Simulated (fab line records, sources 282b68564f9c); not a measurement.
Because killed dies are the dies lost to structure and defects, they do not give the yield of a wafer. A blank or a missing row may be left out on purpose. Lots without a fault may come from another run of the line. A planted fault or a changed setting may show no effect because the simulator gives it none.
A lot that was struck, set against a sound lot :: flow rit-cmos :: 43 out of 202 route steps
Sound: wafers L775.1, L775.2, L775.3. Struck: wafers L773.2, L773.3, L773.4. The cause is given at the end.
Per side, at each step with rows, come the tool, then ch with its chambers, and then its first start. Under that, the readings that differ: sound wafers :: struck wafers :: difference of the means :: sigmas: that difference in standard deviations of wafers without a fault.
alike: readings with means less than 2 such deviations apart, plus words and numbers identical on both sides. not compared: withheld readings, readings lacking a value on some wafer, bounds such as >300 that could conceal the same value, and numbers that have no deviation in the record and whose values overlap.
A row with sigmas, a row that says differs or no value, or rows on one side alone: a step with any of these is where the two part. Numbers that have no deviation but don't overlap get no sigmas and don't part them. A reading that every wafer of one side lacks parts them only if that side has two wafers or more.

RIT_GATE_CD_MEAS_16: target cd 150 nm.
  sound on cd-sem-01 at day 4 11:06; struck on cd-sem-01 at day 3 23:20
  alike: cd-nm
RIT_GATE_OVL_MEAS_17:
  sound on overlay-02 at day 4 11:13; struck on overlay-02 at day 3 23:26
  alike: GATE_OVL
then, 1 step without rows for these wafers: RIT_GATE_HARDBAKE_18 (time 60 s).
RIT_GATE_ETCH_19: etches poly-Si in SF6/CHF3/O2, stops on SiO2, time 165 s, target depth 312.5 nm.
  sound on rie-si-01 ch 0,2,3, day 4 11:24; struck on rie-si-01 ch 0,1,3, day 3 23:37
  alike: chamber-pressure-mTorr, drypump-motor-current-A, oes-product-au, throttle-valve-pct
  not compared: rf-hours-counter-h
RIT_GATE_STRIP_20: strips in O2, time 180 s.
  sound on plasma-asher-01 ch 0,1, day 4 11:31; struck on plasma-asher-02 ch 0,1, day 3 23:43
  alike: chamber-pressure-mTorr, drypump-motor-current-A
  not compared: rf-hours-counter-h
RIT_GATE_CD_MEAS_90: target cd 150 nm.
  sound on cd-sem-02 at day 4 11:41; struck on cd-sem-02 at day 3 23:55
  alike: cd-nm
then, 4 steps without rows for these wafers: RIT_REOX_CLEAN_00 (cleans in SC1, time 600 s); RIT_REOX_CLEAN_01 (cleans in dHF, time 30 s); RIT_REOX_CLEAN_02 (cleans in SC2, time 600 s); RIT_REOX_OXIDATION_03 (target thk 25.2 nm, ox time 5580 s).
RIT_REOX_THK_MEAS_04:
  sound on film-metro-01 at day 4 14:44; struck on film-metro-03 at day 4 02:58
  alike: REOX_OXIDE_THK
then, 1 step without rows for these wafers: RIT_NLDD_HMDS_00 (prime time 60 s).
RIT_NLDD_COAT_01: resist thk 1000 nm.
  sound on litho-track-03 ch 0, day 4 14:57; struck on litho-track-01, day 4 03:11
  no value came back on the struck wafers for chill-plate-temp-C (C), dispense-pressure-kPa (kPa), spin-speed-rpm (rpm); on the sound wafers chill-plate-temp-C (C) reads 23.06 23.08 23.13
then, 4 steps without rows for these wafers: RIT_NLDD_SOFTBAKE_02 (time 60 s); RIT_NLDD_EXPOSE_03 (exposes mask M7, target cd 40700 nm); RIT_NLDD_PEB_04; RIT_NLDD_DEVELOP_05 (develop time 50 s).
RIT_NLDD_OVL_MEAS_06:
  sound on overlay-01 at day 4 15:47; struck on overlay-01 at day 4 03:52
reading: NLDD_OVL (nm)
sound: 1.8 -0.5 -1.0
struck: - - -
difference: no value on the struck wafers
sigmas: 
then, 2 steps without rows for these wafers: RIT_NLDD_HARDBAKE_07 (time 60 s); RIT_NLDD_IMPLANT_08.
RIT_NLDD_STRIP_09: strips in O2, time 180 s.
  sound on plasma-asher-02 ch 0,1, day 4 16:07; struck on plasma-asher-03 ch 0,1, day 4 04:11
  alike: chamber-pressure-mTorr, drypump-motor-current-A
  not compared: rf-hours-counter-h
RIT_NLDD_TW_MEAS_10:
  sound on film-metro-04 at day 4 16:17; struck on film-metro-02 at day 4 04:23
  alike: NLDD_TW
then, 6 steps without rows for these wafers: RIT_PLDD_HMDS_00 (prime time 60 s); RIT_PLDD_COAT_01 (resist thk 1000 nm); RIT_PLDD_SOFTBAKE_02 (time 60 s); RIT_PLDD_EXPOSE_03 (exposes mask M8, target cd 40900 nm); RIT_PLDD_PEB_04; RIT_PLDD_DEVELOP_05 (develop time 50 s).
RIT_PLDD_OVL_MEAS_06:
  sound on overlay-01 at day 4 17:19; struck on overlay-01 at day 4 05:29
  alike: PLDD_OVL
then, 2 steps without rows for these wafers: RIT_PLDD_HARDBAKE_07 (time 60 s); RIT_PLDD_IMPLANT_08.
RIT_PLDD_STRIP_09: strips in O2, time 180 s.
  sound on plasma-asher-04 ch 0,1, day 4 17:40; struck on plasma-asher-03 ch 0,1, day 4 05:49
  alike: chamber-pressure-mTorr, drypump-motor-current-A
  not compared: rf-hours-counter-h
RIT_PLDD_TW_MEAS_10:
  sound on film-metro-01 at day 4 17:50; struck on film-metro-02 at day 4 06:00
reading: PLDD_TW
sound: 2353 2374 2358
struck: 2884 2898 2873
difference: +523
sigmas: +44
then, 4 steps without rows for these wafers: RIT_SPACER_CLEAN_00 (cleans in SC1, time 600 s); RIT_SPACER_CLEAN_01 (cleans in dHF, time 30 s); RIT_SPACER_CLEAN_02 (cleans in SC2, time 600 s); RIT_SPACER_CVD_03 (deposits Si3N4 from SiH2Cl2/NH3, target thk 250 nm, time 3300 s).
RIT_SPACER_THK_MEAS_04:
  sound on film-metro-02 at day 4 20:14; struck on film-metro-04 at day 4 08:28
  alike: SPACER_NITRIDE_THK
RIT_SPACER_ETCHBACK_05: etches Si3N4 in SF6/CHF3, stops on SiO2, target depth 250 nm, time 243.6 s.
  sound on rie-diel-04 ch 0,1,2, day 4 20:18; struck on rie-diel-03 ch 0,1,2, day 4 08:31
  alike: chamber-pressure-mTorr, drypump-motor-current-A, oes-product-au, throttle-valve-pct
  not compared: rf-hours-counter-h
then, 3 steps without rows for these wafers: RIT_NSD_HMDS_00 (prime time 60 s); RIT_NSD_COAT_01 (resist thk 1000 nm); RIT_NSD_SOFTBAKE_02 (time 60 s).
RIT_NSD_TW_MEAS_10:
  sound on film-metro-02 at day 4 21:49; struck on film-metro-01 at day 4 10:09
reading: NSD_TW
sound: 3132 3144 3137
struck: 3357 3348 3355
difference: +216
sigmas: +13

== WHERE THEY PART ==
At RIT_NLDD_COAT_01 first; at RIT_NSD_TW_MEAS_10 last (within this record only).

WHY: what had been put in by the simulator
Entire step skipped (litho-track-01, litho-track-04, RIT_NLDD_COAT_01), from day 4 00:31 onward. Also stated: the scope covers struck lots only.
